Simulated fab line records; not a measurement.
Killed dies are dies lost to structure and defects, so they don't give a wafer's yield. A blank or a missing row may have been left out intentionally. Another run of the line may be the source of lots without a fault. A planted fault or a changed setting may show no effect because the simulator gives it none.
A struck lot beside a sound one -- flow rit-cmos -- 15 out of 202 route steps
Sound: these wafers, L758.2, L758.4, L758.5. Struck: wafers L759.1, L759.3, L759.4. The cause is given at the end.
For every step that has rows: the tool of each side, followed by ch and its chambers, followed by its first start. Under that, the readings that differ: sound wafers -- struck wafers -- difference of the means -- sigmas: that difference in standard deviations of wafers without a fault.
alike: readings whose means differ by less than 2 such deviations, and words and numbers that are the same on both sides. not compared: withheld readings, readings that some wafer has no value for, bounds like >300 that may hide the same value, and numbers for which the record gives no deviation and whose values overlap.
A row with sigmas, a row that says differs or no value, or rows on one side alone: a step with any of these is where the two part. Numbers that don't overlap but have no deviation are shown without sigmas and don't part them. A reading that every wafer of one side lacks parts them only if that side has two wafers or more.

first, 4 steps without rows for these wafers: RIT_GATE_CLEAN_01 (cleans in SC1, time 600 s); RIT_GATE_CLEAN_02 (cleans in dHF, time 31.25 s); RIT_GATE_CLEAN_03 (cleans in SC2, time 600 s); RIT_GATE_CLEAN_04 (cleans in dHF, time 60 s).
RIT_FOX2_THK_MEAS_91:
  sound on film-metro-02 at day 6 08:11; struck on film-metro-02 at day 6 11:41
  alike: FIELD_OXIDE_LEFT_2_THK
then, 2 steps without rows for these wafers: RIT_GATE_OXIDATION_05 (target thk 3 nm, ox time 270 s); RIT_GATE_ANNEAL_06 (time 600 s).
RIT_GATE_THK_MEAS_07:
  sound on film-metro-02 at day 6 09:34; struck on film-metro-02 at day 6 14:05
  alike: GATE_OXIDE_THK
then, 1 step without rows for these wafers: RIT_GATE_CVD_08 (deposits poly-Si from SiH4, target thk 250 nm, time 2220 s).
RIT_GATE_THK_MEAS_09:
  sound on film-metro-03 at day 6 11:14; struck on film-metro-03 at day 6 15:46
  alike: GATE_POLY_THK
then, 2 steps without rows for these wafers: RIT_GATE_HMDS_10 (prime time 60 s); RIT_GATE_COAT_11 (resist thk 850 nm).
RIT_GATE_SOFTBAKE_12: time 60 s.
  sound on litho-track-04 ch 0, day 6 11:37; struck on litho-track-03 ch 0, day 6 16:07
reading,sound,struck,difference,sigmas
heater-power-total-W (W),34.58 34.63 34.43,35.24 35.21 35.16,+0.66,+13
plate-temp-C (C),89.97 89.95 89.86,91.24 91.05 91.20,+1.24,+10
then, 1 step without rows for these wafers: RIT_GATE_EXPOSE_13 (exposes mask M6, target cd 150 nm).
RIT_M1_PROBE_99:
  rows exist in the record for the sound wafers here (prober-02, day 7 08:37), none for the struck ones

## WHERE THEY PART
Last at RIT_M1_PROBE_99 as far as this record goes, first at RIT_GATE_SOFTBAKE_12.

WHY: the cause the simulator had injected
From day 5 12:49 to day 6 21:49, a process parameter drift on litho-track-03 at RIT_GATE_SOFTBAKE_12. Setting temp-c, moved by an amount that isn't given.
